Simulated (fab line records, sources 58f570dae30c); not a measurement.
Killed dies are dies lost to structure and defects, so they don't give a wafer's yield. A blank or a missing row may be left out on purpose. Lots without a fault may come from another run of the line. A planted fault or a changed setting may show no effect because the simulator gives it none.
A struck lot beside a sound one | flow berkeley_cmos170 | 16 steps out of a route of 331
Sound: wafers L139.1, L139.3, L139.5. Struck: wafers L147.2, L147.3, L147.5. The cause comes at the end.
At each step with rows: each side's tool, then ch and its chambers, then its first start. Under that, the readings that differ: sound wafers | struck wafers | difference of the means | sigmas: that difference in standard deviations of wafers without a fault.
alike: readings whose means differ by less than 2 such deviations, and words and numbers that are the same on both sides. not compared: withheld readings, readings that some wafer has no value for, bounds like >300 that may hide the same value, and numbers for which the record gives no deviation and whose values overlap.
The two part at a step that has a row with sigmas, a row that says differs or no value, or rows on one side only. Numbers that don't overlap but have no deviation are shown without sigmas and don't part them. A reading that every wafer of one side lacks parts them only if that side has two wafers or more.

UCB170_NWELL_THK_MEAS_02:
  sound on film_metro-01, day 2 00:08; struck on film_metro-02, day 3 18:41
  alike: NWELL_OXIDE_THK
then, 2 steps without rows for these wafers: UCB170_NWELL_ANNEAL_03 (time 900 s); UCB170_NWELL_CVD_04 (deposits Si3N4 from SiH2Cl2/NH3, target thk 224 nm, time 3360 s).
UCB170_NWELL_THK_MEAS_05:
  sound on film_metro-03, day 2 04:49; struck on film_metro-02, day 4 01:55
  alike: NWELL_NITRIDE_THK
then, 6 steps without rows for these wafers: UCB170_NWELL_HMDS_06 (prime time 60 s); UCB170_NWELL_COAT_07 (resist thk 900 nm); UCB170_NWELL_SOFTBAKE_08 (time 60 s); UCB170_NWELL_EXPOSE_09 (exposes mask NWELL, target cd 3000 nm); UCB170_NWELL_PEB_10; UCB170_NWELL_DEVELOP_11 (develop time 45 s).
UCB170_NWELL_OVL_MEAS_12:
  sound on overlay-02, day 2 05:43; struck on overlay-02, day 4 02:56
  alike: NWELL_OVL
UCB170_NWELL_ETCH_13: etches Si3N4 in CH3F/Ar/O2, stops on SiO2, target depth 246.4 nm, time 154 s.
  sound on rie_diel-01 ch 0,3, day 2 05:45; struck on rie_diel-03 ch 0,2,3, day 4 02:58
  alike: drypump_motor_current_A, oes_product_au, throttle_valve_pct
  not compared: rf_hours_counter_h
UCB170_NWELL_IMPLANT_14:
  sound on implanter-04 ch 0, day 2 05:52; struck on implanter-02 ch 0, day 4 03:05
  reading            | sound                          | struck                          | difference  | sigmas
  dose_ions_cm2      | 1.0002e+13 9.999e+12 9.997e+12 | 1.7585e+13 1.759e+13 1.7599e+13 | +7.5920e+12 | +99 or more
  faraday_current_uA | 31.7 32.6 31.9                 | 54.8 55.1 54.8                  | +22.8       | +37
  alike: beam_energy_keV
UCB170_NWELL_STRIP_15: strips in O2.
  sound on plasma_asher-02 ch 0,1, day 2 06:01; struck on plasma_asher-04 ch 0,1, day 4 03:13
  reading                      | sound             | struck            | difference | sigmas
  strip_time_to_endpoint_s (s) | 18.13 18.02 18.18 | 17.95 17.87 17.93 | -0.19      | -3
  alike: drypump_motor_current_A, o2_flow_sccm, oes_product_au
  not compared: rf_hours_counter_h
UCB170_NWELL_TW_MEAS_16:
  sound on film_metro-03, day 2 06:07; struck on film_metro-01, day 4 03:33
  reading  | sound          | struck         | difference | sigmas
  NWELL_TW | 1249 1258 1254 | 1501 1500 1503 | +248       | +19
  not compared: hold
then, 1 step without rows for these wafers: UCB170_M3_PROBE_99.

WHERE THEY PART
First at UCB170_NWELL_IMPLANT_14; last, within this record, at UCB170_NWELL_TW_MEAS_16.

WHY: what the simulator had put in
Process parameter drift: implanter-02, from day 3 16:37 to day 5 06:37, at UCB170_NWELL_IMPLANT_14. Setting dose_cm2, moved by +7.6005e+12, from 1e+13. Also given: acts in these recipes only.
